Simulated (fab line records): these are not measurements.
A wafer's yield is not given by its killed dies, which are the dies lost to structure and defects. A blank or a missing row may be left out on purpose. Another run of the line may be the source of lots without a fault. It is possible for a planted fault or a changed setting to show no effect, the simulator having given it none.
Comparing a struck lot with a sound one / flow rit-cmos / 44 steps out of a route of 202
Sound: these wafers, L354.2, L354.5, L354.6. Wafers L366.4, L366.5, L366.6 were the ones struck. Last of all comes the cause.
Order at every step that has rows: each side's tool, ch and its chambers, its first start. Under that, the readings that differ: sound wafers / struck wafers / difference of the means / sigmas: that difference in standard deviations of wafers without a fault.
alike: readings with means less than 2 such deviations apart, plus words and numbers identical on both sides. not compared: withheld readings, readings lacking a value on some wafer, bounds such as >300 that could conceal the same value, and numbers that have no deviation in the record and whose values overlap.
Wherever a step has rows on one side only, a row that says differs or no value, or a row with sigmas, the two part there. When numbers do not overlap yet have no deviation, they are printed without sigmas and do not part them. Lack of a reading on every wafer of one side parts them only where that side has two or more wafers.

first, 3 steps without rows for these wafers: RIT_GATE_EXPOSE_13 (exposes mask M6, target cd 150 nm); RIT_GATE_PEB_14; RIT_GATE_DEVELOP_15 (develop time 50 s).
RIT_GATE_CD_MEAS_16: target cd 150 nm.
  sound on cd-sem-02 at day 2 16:09; struck on cd-sem-01 at day 5 04:49
  alike: cd-nm
RIT_GATE_OVL_MEAS_17:
  sound on overlay-01 at day 2 16:16; struck on overlay-01 at day 5 04:53
  alike: GATE_OVL
then, 1 step without rows for these wafers: RIT_GATE_HARDBAKE_18 (time 60 s).
RIT_GATE_ETCH_19: etches poly-Si in SF6/CHF3/O2, stops on SiO2, time 165 s, target depth 312.5 nm.
  sound on rie-si-02 ch 1,2, day 2 16:26; struck on rie-si-02 ch 0,1,3, day 5 05:07
reading=CHF3_flow_sccm (sccm); sound=29.92 29.85 29.95; struck=30.18 30.13 30.08; difference=+0.22; sigmas=+3
  alike: drypump-motor-current-A, oes-product-au, throttle-valve-pct
  not compared: rf-hours-counter-h
RIT_GATE_STRIP_20: strips in O2, time 180 s.
  sound on plasma-asher-02 ch 0,1, day 2 16:32; struck on plasma-asher-03 ch 0,1, day 5 05:13
  alike: drypump-motor-current-A
  not compared: rf-hours-counter-h
RIT_GATE_CD_MEAS_90: target cd 150 nm.
  sound on cd-sem-02 at day 2 16:44; struck on cd-sem-02 at day 5 05:24
  alike: cd-nm
then, 3 steps without rows for these wafers: RIT_REOX_CLEAN_00 (cleans in SC1, time 600 s); RIT_REOX_CLEAN_01 (cleans in dHF, time 30 s); RIT_REOX_CLEAN_02 (cleans in SC2, time 600 s).
RIT_REOX_OXIDATION_03: target thk 25.2 nm, ox time 5580 s.
  sound on furnace-03 ch 0, day 2 18:05; struck on furnace-04 ch 0, day 5 08:14
  alike: tube_center_temp_C_max
RIT_REOX_THK_MEAS_04:
  sound on film-metro-02 at day 2 20:39; struck on film-metro-03 at day 5 10:49
  alike: REOX_OXIDE_THK
then, 6 steps without rows for these wafers: RIT_NLDD_HMDS_00 (prime time 60 s); RIT_NLDD_COAT_01 (resist thk 1000 nm); RIT_NLDD_SOFTBAKE_02 (time 60 s); RIT_NLDD_EXPOSE_03 (exposes mask M7, target cd 40700 nm); RIT_NLDD_PEB_04; RIT_NLDD_DEVELOP_05 (develop time 50 s).
RIT_NLDD_OVL_MEAS_06:
  sound on overlay-01 at day 2 21:41; struck on overlay-01 at day 5 11:43
  alike: NLDD_OVL
then, 2 steps without rows for these wafers: RIT_NLDD_HARDBAKE_07 (time 60 s); RIT_NLDD_IMPLANT_08.
RIT_NLDD_STRIP_09: strips in O2, time 180 s.
  sound on plasma-asher-03 ch 0,1, day 2 22:01; struck on plasma-asher-03 ch 0,1, day 5 12:06
  alike: drypump-motor-current-A
  not compared: rf-hours-counter-h
RIT_NLDD_TW_MEAS_10:
  sound on film-metro-01 at day 2 22:11; struck on film-metro-03 at day 5 12:14
reading=NLDD_TW; sound=2469 2459 2483; struck=2523 2522 2526; difference=+53; sigmas=+2
then, 6 steps without rows for these wafers: RIT_PLDD_HMDS_00 (prime time 60 s); RIT_PLDD_COAT_01 (resist thk 1000 nm); RIT_PLDD_SOFTBAKE_02 (time 60 s); RIT_PLDD_EXPOSE_03 (exposes mask M8, target cd 40900 nm); RIT_PLDD_PEB_04; RIT_PLDD_DEVELOP_05 (develop time 50 s).
RIT_PLDD_OVL_MEAS_06:
  sound on overlay-02 at day 2 23:06; struck on overlay-01 at day 5 13:08
  alike: PLDD_OVL
then, 2 steps without rows for these wafers: RIT_PLDD_HARDBAKE_07 (time 60 s); RIT_PLDD_IMPLANT_08.
RIT_PLDD_STRIP_09: strips in O2, time 180 s.
  sound on plasma-asher-04 ch 0,1, day 2 23:26; struck on plasma-asher-03 ch 0,1, day 5 13:31
  alike: drypump-motor-current-A
  not compared: rf-hours-counter-h
RIT_PLDD_TW_MEAS_10:
  sound on film-metro-04 at day 2 23:37; struck on film-metro-03 at day 5 13:40
  alike: PLDD_TW
then, 4 steps without rows for these wafers: RIT_SPACER_CLEAN_00 (cleans in SC1, time 600 s); RIT_SPACER_CLEAN_01 (cleans in dHF, time 30 s); RIT_SPACER_CLEAN_02 (cleans in SC2, time 600 s); RIT_SPACER_CVD_03 (deposits Si3N4 from SiH2Cl2/NH3, target thk 250 nm, time 3300 s).
RIT_SPACER_THK_MEAS_04:
  sound on film-metro-01 at day 3 02:27; struck on film-metro-01 at day 5 17:17
  alike: SPACER_NITRIDE_THK
RIT_SPACER_ETCHBACK_05: etches Si3N4 in SF6/CHF3, stops on SiO2, target depth 250 nm, time 240 s.
  sound on rie-diel-02 ch 1,2,3, day 3 02:30; struck on rie-diel-03 ch 0,1,3, day 5 17:19
reading=CHF3_flow_sccm (sccm); sound=30.06 30.08 30.08; struck=29.96 29.81 29.79; difference=-0.22; sigmas=-3
  alike: drypump-motor-current-A, oes-product-au, throttle-valve-pct
  not compared: rf-hours-counter-h
RIT_CONTACT_ETCH_11: etches SiO2 in CHF3/CF4/Ar, stops on TiSi2, target depth 480 nm, time 320 s.
  sound on rie-diel-04 ch 0,1, day 3 08:26; struck on rie-diel-02 ch 0,2,3, day 5 23:19
reading=model.CONTACT.cd-nm (nm); sound=998.8 997.8 999; struck=970.1 971.2 971.3; difference=-27.7; sigmas=
  alike: CHF3_flow_sccm, drypump-motor-current-A, mfc-ar-sccm, oes-product-au, throttle-valve-pct
  not compared: rf-hours-counter-h
RIT_M1_PROBE_99:
  sound on prober-01 at day 3 13:28; struck on prober-01 at day 6 04:20
reading=killed-at-front-end; sound=6 10 7; struck=81 79 69; difference=+69; sigmas=+22
reading=killed-dies; sound=6 11 7; struck=81 79 69; difference=+68; sigmas=+21
reading=killed-on-rim; sound=1 1 2; struck=16 23 16; difference=+17; sigmas=+12
reading=model.etest.contact-to-gate.bv-right-v (V); sound=92.6 92.4 90.99; struck=99.82 100.3 98.75; difference=+7.63; sigmas=
reading=model.etest.contact-to-gate.bv-left-v (V); sound=94.23 90.63 92.05; struck=95.14 98.17 97.24; difference=+4.55; sigmas=
  alike: killed-at-contacts, killed-open, killed-short

== WHERE THEY PART ==
Earliest at RIT_GATE_ETCH_19; latest, in this record, at RIT_M1_PROBE_99.

WHY: what had been put in by the simulator
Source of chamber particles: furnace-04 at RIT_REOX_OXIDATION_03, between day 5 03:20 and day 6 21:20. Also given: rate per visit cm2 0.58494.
